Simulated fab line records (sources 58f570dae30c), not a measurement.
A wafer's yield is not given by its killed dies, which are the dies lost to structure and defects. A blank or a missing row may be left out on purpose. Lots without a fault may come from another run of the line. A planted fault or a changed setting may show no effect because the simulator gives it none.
Which tool was responsible? || flow berkeleyCmos170 || 42 wafers sampled from 14 lots at 1 step of a route of 331

== WHAT THE GAUGES SHOWED, per wafer ==
UCB170_NWELL_THK_MEAS_02. Usual: for NWELL_OXIDE_THK the level is 26.5 nm and the standard deviation is 0.47.
{"lot": "L595", "measured": "day 2 03:07", "on": "filmMetro-01", "NWELL_OXIDE_THK (nm)": "25.7 25.9 25.7", "flag": ""}
{"lot": "L598", "measured": "day 2 12:45", "on": "filmMetro-01", "NWELL_OXIDE_THK (nm)": "26.5 26.9 27.4", "flag": ""}
{"lot": "L596", "measured": "day 2 12:46", "on": "filmMetro-02", "NWELL_OXIDE_THK (nm)": "26.9 26.9 27.3", "flag": ""}
{"lot": "L599", "measured": "day 3 01:00", "on": "filmMetro-01", "NWELL_OXIDE_THK (nm)": "27.4 26.7 27.0", "flag": ""}
{"lot": "L600", "measured": "day 3 07:09", "on": "filmMetro-01", "NWELL_OXIDE_THK (nm)": "26.6 26.8 26.6", "flag": ""}
{"lot": "L602", "measured": "day 3 10:31", "on": "filmMetro-04", "NWELL_OXIDE_THK (nm)": "26.9 26.9 26.8", "flag": ""}
{"lot": "L603", "measured": "day 3 23:14", "on": "filmMetro-04", "NWELL_OXIDE_THK (nm)": "26.2 26.2 26.6", "flag": ""}
{"lot": "L604", "measured": "day 3 23:15", "on": "filmMetro-01", "NWELL_OXIDE_THK (nm)": "27.0 26.9 27.0", "flag": ""}
{"lot": "L606", "measured": "day 4 07:37", "on": "filmMetro-02", "NWELL_OXIDE_THK (nm)": "26.4 26.2 26.3", "flag": ""}
{"lot": "L605", "measured": "day 4 07:38", "on": "filmMetro-01", "NWELL_OXIDE_THK (nm)": "26.2 26.1 26.1", "flag": ""}
{"lot": "L607", "measured": "day 4 12:16", "on": "filmMetro-04", "NWELL_OXIDE_THK (nm)": "26.7 26.7 26.6", "flag": ""}
{"lot": "L608", "measured": "day 4 16:12", "on": "filmMetro-02", "NWELL_OXIDE_THK (nm)": "26.5 26.5 26.5", "flag": ""}
{"lot": "L609", "measured": "day 4 23:29", "on": "filmMetro-01", "NWELL_OXIDE_THK (nm)": "26.9 27.0 27.3", "flag": ""}
{"lot": "L610", "measured": "day 5 04:20", "on": "filmMetro-02", "NWELL_OXIDE_THK (nm)": "26.4 26.2 26.9", "flag": ""}

== TOOL THAT RAN EACH LOT (tool first, then ch and the chambers of the sampled wafers, then the start) ==
There is no process step in the record ahead of these readings.

== AS READ BY THE TOOLS THEMSELVES (means over the sampled wafers that have a number; for cases with no such wafer, the mark the record gives instead) ==
The record holds no such reading with a usual standard deviation.

== THE ANSWER, worked out from the rows above alone ==
Rule: a lot counts as off when the mean over its wafers that have a number is more than 3 standard deviations away from the usual mean. Also off: a lot with no number at a reading for which 4 or more lots have one. The other lots that the step has rows for count as sound. The gauges are gone through in route order, then the tools' own readings, and for those a lot's mean is taken as printed above. The first step at which some lot is off is used, and at that step the reading that is off furthest; a lot without a number counts as furthest.
Nothing can be told from this: no lot is off at any reading shown.

== WHAT THE SIMULATOR PUT IN ==
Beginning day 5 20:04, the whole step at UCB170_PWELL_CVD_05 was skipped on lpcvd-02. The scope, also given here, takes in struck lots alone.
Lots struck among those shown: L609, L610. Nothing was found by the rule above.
